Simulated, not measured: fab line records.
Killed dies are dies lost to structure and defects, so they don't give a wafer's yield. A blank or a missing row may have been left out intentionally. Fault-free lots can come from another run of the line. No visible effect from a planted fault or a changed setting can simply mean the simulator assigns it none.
fab line records    flow rit-cmos
record: lots: 14  wafers: 42  last-day: 7
route steps=202 shown GATE@84 M1@202
lots that met no fault: from a run of the same line without faults
start-h: start of the lot's first displayed wafer, in hours after the record's first day    wait-h: how many hours have passed since the lot's step before this one    " unchanged from the row above    L1.1+2: one row covering several wafers at once    - value missing, or start not given    * or withheld: withheld    < > ~ a bound
route shown NAME@n: NAME is a module with steps in the file, n the number in the route of the first one    usual: mean and standard deviation over wafers with no fault    same: alike in all rows    chamber/n: place in a boat    sites: the reading at each site    _std_site: standard deviation across them    _edge_site: mean of outer sites minus mean of inner sites    radius-mm: how far each site lies from the wafer's centre    mask NAME#n: copy n    behind: the last tool/chamber to shape the wafer    hold: cause of the lot's hold/its duration in hours/its outcome    device: whichever transistor did not switch (one of n, p or np)    end of line: tests run on the same wafers once the route is complete    a step given without rows: its recipe and nothing more    killed: count of dies lost to structure and defects at first sort (not the wafer's yield)    map: shows each die of a wafer: x if killed, . if not, _ if none is there
set.NAME: the setting the step ran with; set.NAME@STEP: the setting that earlier step ran with    model.NAME: the simulator's own value behind a step, which no gauge read
one table for each step of the route and one row for each wafer, over a sample of lots
services: the hour from which a tool's chamber was out of use, counted from the record's first day as start-h (under 0 if before that day), plus the number of hours and why
== steps ==
step: RIT_GATE_CVD_08
recipe: material: poly-Si  target-thk-nm: 250  temp-c: 610  precursor: SiH4  time-s: 2220  pressure-mtorr: 300  sih4-flow-sccm: 100
lot.wafer   tool      chamber  start-h  wait-h
L674.1+3+6  lpcvd-01  0        39.37    0.1
L675.3+4+5  lpcvd-01  0        46.08    0.0
L678.1+2+6  lpcvd-01  1        59.71    0.1
L679.1+4+6  lpcvd-01  1        65.83    0.1
L680.1+3+6  lpcvd-02  0        69.96    0.1
L681.1+2+4  lpcvd-02  1        74.55    0.1
L682.1+3+6  lpcvd-01  1        78.59    0.1
L687.3+4+5  lpcvd-02  0        103.44   0.0
L689.2+3+6  lpcvd-02  0        113.67   0.0
L690.3+4+5  lpcvd-02  1        120.12   0.0
L693.1+2+6  lpcvd-01  1        137.28   0.1
L694.2+4+6  lpcvd-02  0        138.77   0.0
L695.3+4+5  lpcvd-02  0        144.90   0.0
L696.1+2+3  lpcvd-01  0        150.83   0.1
step: RIT_GATE_THK_MEAS_09
recipe: reads: poly-Si_of_GATE_CVD_08
usual: GATE_POLY_THK: 250.9/2.4
lot.wafer  tool           chamber  start-h  wait-h  GATE_POLY_THK[nm]
L674.1     film-metro-04  -        40.99    0.0     249.4
L674.3     "              -        "        "       248.3
L674.6     "              -        "        "       247.3
L675.3     film-metro-03  -        47.72    0.0     254.2
L675.4     "              -        "        "       255.4
L675.5     "              -        "        "       252.9
L678.1     film-metro-04  -        61.33    0.0     254.5
L678.2     "              -        "        "       252.1
L678.6     "              -        "        "       254.9
L679.1     film-metro-03  -        68.26    0.0     156.1
L679.4     "              -        "        "       154.7
L679.6     "              -        "        "       152.9
L680.1     film-metro-04  -        72.38    0.0     248.1
L680.3     "              -        "        "       248.2
L680.6     "              -        "        "       247.2
L681.1     film-metro-04  -        76.97    0.0     250.2
L681.2     "              -        "        "       249.1
L681.4     "              -        "        "       249.2
L682.1     film-metro-04  -        80.20    0.0     152.7
L682.3     "              -        "        "       152.2
L682.6     "              -        "        "       151.9
L687.3     film-metro-04  -        105.08   0.0     256.1
L687.4     "              -        "        "       252.7
L687.5     "              -        "        "       252.5
L689.2     film-metro-02  -        115.30   0.0     251.6
L689.3     "              -        "        "       254.6
L689.6     "              -        "        "       253.3
L690.3     film-metro-02  -        121.76   0.0     249.8
L690.4     "              -        "        "       250.2
L690.5     "              -        "        "       252.2
L693.1     film-metro-04  -        138.90   0.0     250.0
L693.2     "              -        "        "       250.1
L693.6     "              -        "        "       253.0
L694.2     film-metro-04  -        140.39   0.0     250.7
L694.4     "              -        "        "       247.7
L694.6     "              -        "        "       249.6
L695.3     film-metro-02  -        146.53   0.0     247.2
L695.4     "              -        "        "       248.5
L695.5     "              -        "        "       249.4
L696.1     film-metro-02  -        152.45   0.0     249.4
L696.2     "              -        "        "       248.3
L696.3     "              -        "        "       247.8
step: RIT_GATE_ETCH_19
recipe: chemistry: SF6/CHF3/O2  time-s: 165  SF6_flow_sccm: 30  CHF3_flow_sccm: 30  O2_flow_sccm: 5  target: poly-Si  pressure-mtorr: 40  rf-w: 160  target-depth-a: 3125  over-etch-frac: 0.25  stop-on: SiO2
usual: CHF3_flow_sccm: 30.01/0.097  drypump-motor-current-A: 5.54/0.29  oes-product-au: 0.856/0.012  throttle-valve-pct: 10.28/0.12
same: time-s: 165
lot.wafer  tool       chamber  start-h  wait-h  CHF3_flow_sccm  drypump-motor-current-A  oes-product-au  rf-hours-counter-h  throttle-valve-pct
L674.1     rie-si-02  1        42.33    0.1     30.09           5.14                     0.843           0                   10.47
L674.3     "          0        "        "       30.01           5.59                     0.845           39                  10.25
L674.6     "          1        "        "       29.97           5.15                     0.836           -                   10.49
L675.3     rie-si-01  3        49.04    0.1     30.06           5.30                     0.865           2                   10.16
L675.4     "          2        "        "       29.96           6.10                     0.875           123                 10.09
L675.5     "          0        "        "       29.99           5.34                     0.851           -                   10.24
L678.1     rie-si-02  0        62.67    0.1     30.02           5.57                     0.853           39                  10.24
L678.2     "          2        "        "       29.92           5.44                     0.868           1                   10.34
L678.6     "          0        "        "       30.10           5.58                     0.860           -                   10.24
L679.1     rie-si-01  1        69.66    0.1     29.99           5.83                     0.633           102                 10.22
L679.4     "          3        "        "       30.07           5.28                     0.631           3                   10.16
L679.6     "          1        "        "       29.86           5.86                     0.625           -                   10.22
L680.1     rie-si-02  3        73.72    0.1     29.97           5.44                     0.834           139                 10.44
L680.3     "          1        "        "       30.12           5.17                     0.828           0                   10.50
L680.6     "          2        "        "       30.17           5.46                     0.853           -                   10.36
L681.1     rie-si-01  0        78.31    0.1     30.06           5.34                     0.860           83                  10.23
L681.2     "          3        "        "       30.21           5.28                     0.865           3                   10.19
L681.4     "          1        "        "       29.93           5.84                     0.855           102                 10.22
L682.1     rie-si-02  2        81.52    0.1     30.25           5.47                     0.622           1                   10.35
L682.3     "          1        "        "       29.96           5.15                     0.609           0                   10.50
L682.6     "          3        "        "       29.81           5.47                     0.612           -                   10.43
L687.3     rie-si-01  1        106.27   0.1     29.96           5.86                     0.875           103                 10.24
L687.4     "          0        "        "       29.77           5.35                     0.856           83                  10.22
L687.5     "          0        "        "       29.98           5.35                     0.854           -                   10.24
L689.2     rie-si-01  3        116.66   0.1     30.12           5.28                     0.867           3                   10.17
L689.3     "          0        "        "       30.06           5.34                     0.864           83                  10.24
L689.6     "          3        "        "       29.89           5.29                     0.871           -                   10.18
L690.3     rie-si-02  2        123.09   0.1     30.08           5.44                     0.859           2                   10.35
L690.4     "          1        "        "       30.08           5.17                     0.839           1                   10.49
L690.5     "          0        "        "       29.97           5.60                     0.853           -                   10.24
L693.1     rie-si-01  1        140.19   0.1     29.99           5.84                     0.858           103                 10.22
L693.2     "          2        "        "       29.92           6.08                     0.860           124                 10.10
L693.6     "          1        "        "       30.09           5.83                     0.873           -                   10.24
L694.2     rie-si-02  0        141.73   0.1     29.97           5.60                     0.852           40                  10.24
L694.4     "          1        "        "       30.06           5.16                     0.835           1                   10.49
L694.6     "          0        "        "       29.97           5.61                     0.838           -                   10.24
L695.3     rie-si-01  1        147.85   0.1     30.10           5.84                     0.860           103                 10.25
L695.4     "          3        "        "       30.14           5.29                     0.856           3                   10.19
L695.5     "          0        "        "       30.04           5.35                     0.850           -                   10.23
L696.1     rie-si-02  3        153.67   0.1     30.05           5.44                     0.841           140                 10.43
L696.2     "          1        "        "       29.89           5.16                     0.838           1                   10.50
L696.3     "          0        "        "       29.93           5.61                     0.840           40                  10.25
step: RIT_M1_PROBE_99
usual: killed_at_M0_to_M3: 0.0/0.14  killed-at-contacts: 0.0/0.22  killed-at-front-end: 7/3  killed-dies: 7/3.1  killed-open: 3.4/2.1  killed-short: 3.2/1.9
same: gross-dies: 264  killed_at_M4_up: 0  killed-at-back-side: 0  killed-at-other: 0
lot.wafer  tool       chamber  start-h  wait-h  killed_at_M0_to_M3  killed-at-contacts  killed-at-front-end  killed-dies  killed-open  killed-short
L694.2     prober-01  -        161.97   0.1     0                   0                   2                    2            0            2
L694.4     prober-01  -        162.07   0.2     0                   0                   4                    4            2            2
L694.6     prober-01  -        162.17   0.2     0                   0                   8                    8            4            4
L695.3     prober-02  -        168.77   0.2     0                   0                   11                   11           6            5
L695.4     prober-02  -        168.82   0.2     1                   0                   4                    5            3            2
L695.5     prober-02  -        168.87   0.2     0                   1                   4                    5            3            2
L696.1     prober-01  -        175.09   0.1     0                   0                   6                    6            3            3
L696.2     prober-01  -        175.14   0.1     0                   0                   4                    4            1            3
L696.3     prober-01  -        175.19   0.2     0                   0                   3                    3            2            1
killed by level:class
L694.2 FOX1:geometric-particle:short=1 GATE:geometric-particle:short=1
L694.4 GATE:geometric-particle:short=2 FOX1:geometric-particle:open=1 GATE:geometric-particle:open=1
L694.6 GATE:geometric-particle:open=2 GATE:geometric-particle:short=2 FOX1:geometric-particle:open=1 SPACER:geometric-particle:open=1 SPACER:geometric-particle:short=1 SILICIDE:geometric-particle:short=1
L695.3 SILICIDE:geometric-particle:open=4 SILICIDE:geometric-particle:short=2 FOX1:geometric-particle:open=1 GATE:geometric-particle:short=1 REOX:geometric-particle:short=1 SPACER:geometric-particle:open=1 SPACER:geometric-particle:short=1
L695.4 GATE:geometric-particle:open=2 FOX2:geometric-particle:open=1 GATE:geometric-particle:short=1 M1:geometric-particle:short=1
L695.5 FOX1:geometric-particle:short=1 GATE:geometric-particle:open=1 SPACER:geometric-particle:open=1 SILICIDE:geometric-particle:short=1 CONTACT:geometric-particle:open=1
L696.1 SILICIDE:geometric-particle:open=2 FOX1:geometric-particle:short=1 GATE:geometric-particle:short=1 REOX:geometric-particle:open=1 SILICIDE:geometric-particle:short=1
L696.2 FOX2:geometric-particle:short=1 GATE:geometric-particle:short=1 REOX:geometric-particle:short=1 SILICIDE:geometric-particle:open=1
L696.3 GATE:geometric-particle:open=2 GATE:geometric-particle:short=1
== services ==
tool       chamber  start-h  hours  kind
rie-si-01  1        26.34    4.2    repair
lpcvd-01   -        36.96    0.8    repair
rie-si-02  1        62.37    3.4    repair
rie-si-02  3        109.53   12.8   repair
rie-si-02  0        134.13   7.4    repair
== key ==
first-sign: step: RIT_GATE_THK_MEAS_09  reading: GATE_POLY_THK  direction: down  sigmas: 41  usual: 250.9  struck: 153.4
effect: step: RIT_GATE_ETCH_19  reading: oes-product-au  direction: down  sigmas: 19  usual: 0.856  struck: 0.622
met-at RIT_GATE_CVD_08
struck-lots L679,L682
struck-wafers L679.1,L679.4,L679.6,L682.1,L682.3,L682.6
tester-left-out L679,L682
onset-between 59.71 65.83
fault: kind: process-parameter-drift  tool: lpcvd-01  chamber: 1  onset-h: 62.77  steps: RIT_GATE_CVD_08  channel: target-thk-nm  offset: -99.917  shape: step  end-h: 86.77  acts-in: these-recipes-only  stated: 250
tester-left-out: of these lots the tester's yield and bins aren't shown, on N5 and GAA mostly nor the transistor test; their killed dies are dies lost to structure and defects alone, not to doping, threshold or leakage, so they don't give the yield
